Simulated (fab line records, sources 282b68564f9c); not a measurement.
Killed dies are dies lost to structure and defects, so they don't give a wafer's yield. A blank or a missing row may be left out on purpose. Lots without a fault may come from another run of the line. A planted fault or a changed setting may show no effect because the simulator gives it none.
Split-lot experiment | flow rit_cmos | 5 lots, 23 wafers read, on a route of 202 steps

THE SPLIT
At RIT_ACTIVE_COAT_06 (resist thk 1000 nm), the setting spin_rpm was moved away from the recipe's 3250 rpm on 7 of the 23 wafers read, by -5.6% to +4.6%. The other wafers ran this setting at the recipe's value.

FROM THE SPLIT TO THE READING: what the file shows between them, 3 steps
- RIT_ACTIVE_SOFTBAKE_07: time 60 s
- RIT_ACTIVE_EXPOSE_08: exposes mask M1, target cd 1400 nm
- RIT_ACTIVE_DEVELOP_10: develop time 50 s

THE READING
NOVOLAK_of_ACTIVE_COAT_06.thk_nm (the simulator's own value, which no gauge read), in nm, at RIT_ACTIVE_HARDBAKE_12 (time 60 s). The file gives no usual value for it. The 16 wafers here that ran the recipe average 882.8 nm, standard deviation 3 nm.

wafer  | tool, chamber at the split | spin_rpm as run, rpm | against the recipe | NOVOLAK_of_ACTIVE_COAT_06.thk_nm, nm | against lot-mates on the recipe
L075.1 | litho_track-02, 0          | 3250                 | recipe             | 885.4                                | -
L075.2 | litho_track-02, 0          | 3250                 | recipe             | 885                                  | -
L075.4 | litho_track-02, 0          | 3250                 | recipe             | 887.7                                | -
L075.5 | litho_track-02, 0          | 3067                 | -5.6%              | 910.8                                | +24.8
L075.6 | litho_track-02, 0          | 3067                 | -5.6%              | 911.3                                | +25.3
L076.1 | litho_track-02, 0          | 3250                 | recipe             | 880.8                                | -
L076.3 | litho_track-02, 0          | 3250                 | recipe             | 877.9                                | -
L076.4 | litho_track-02, 0          | 3398                 | +4.6%              | 862.3                                | -17.3
L076.5 | litho_track-02, 0          | 3398                 | +4.6%              | 859.3                                | -20.3
L076.6 | litho_track-02, 0          | 3250                 | recipe             | 880.1                                | -
L077.1 | litho_track-01, 0          | 3250                 | recipe             | 884.7                                | -
L077.2 | litho_track-01, 0          | 3250                 | recipe             | 885.7                                | -
L077.5 | litho_track-01, 0          | 3250                 | recipe             | 887.1                                | -
L083.1 | litho_track-01, 0          | 3160                 | -2.8%              | 896.7                                | +13.0
L083.6 | litho_track-01, 0          | 3160                 | -2.8%              | 896.7                                | +13.0
L083.2 | litho_track-01, 0          | 3160                 | -2.8%              | 897                                  | +13.2
L083.4 | litho_track-01, 0          | 3250                 | recipe             | 884.3                                | -
L083.5 | litho_track-01, 0          | 3250                 | recipe             | 883.2                                | -
L085.2 | litho_track-02, 0          | 3250                 | recipe             | 877.4                                | -
L085.3 | litho_track-02, 0          | 3250                 | recipe             | 881.1                                | -
L085.4 | litho_track-02, 0          | 3250                 | recipe             | 880.4                                | -
L085.5 | litho_track-02, 0          | 3250                 | recipe             | 882.7                                | -
L085.6 | litho_track-02, 0          | 3250                 | recipe             | 880.6                                | -

THE FIT
A straight line over all 23 wafers: NOVOLAK_of_ACTIVE_COAT_06.thk_nm changes by -4.96 nm for each +1% of spin_rpm; r = -0.98; the points scatter about the line by 2.7 nm.
The same after taking each lot's own level away (the mean of its wafers on the recipe; 23 wafers): -4.37 nm for each +1%; r = -0.99; scatter 1.3 nm.
On that fit, the largest move of spin_rpm shifts the reading by 25 nm.
The lots' own levels span 879.60 to 886.03 nm, that is 2.1 times the standard deviation above.
So the lot-to-lot level changes the slope: the two fits differ.
Check: with one of the wafers moved furthest among these (-5.6%) left out of the fit, the line predicts +24.9 nm for it against its lot-mates. It came out at +24.8 nm against them.

THE WHOLE CHAIN: every reading that the file lists as answering this split, in the file's order
step                   | what it does                                                        | reading                                                                           | change (the file's fit)                                                          | r (the file's)
RIT_ACTIVE_COAT_06     | resist thk 1000 nm                                                  | NOVOLAK_of_ACTIVE_COAT_06.thk_nm (the simulator's own value, which no gauge read) | -5 nm for each +1% of the setting                                                | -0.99
RIT_ACTIVE_HARDBAKE_12 | time 60 s                                                           | NOVOLAK_of_ACTIVE_COAT_06.thk_nm (the simulator's own value, which no gauge read) | -4.37 nm for each +1% of the setting                                             | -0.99
RIT_ACTIVE_ETCH_13     | etches Si3N4 in SF6, stops on SiO2, time 210 s, target depth 210 nm | NOVOLAK_of_ACTIVE_COAT_06.thk_nm (the simulator's own value, which no gauge read) | -4.13 nm for each +1% of the setting, in a fit together with rf_w@ACTIVE_ETCH_13 | 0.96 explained

THE FILE'S OWN FIT
NOVOLAK_of_ACTIVE_COAT_06.thk_nm changes by -4.37 nm for each +1% of spin_rpm, r = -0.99.
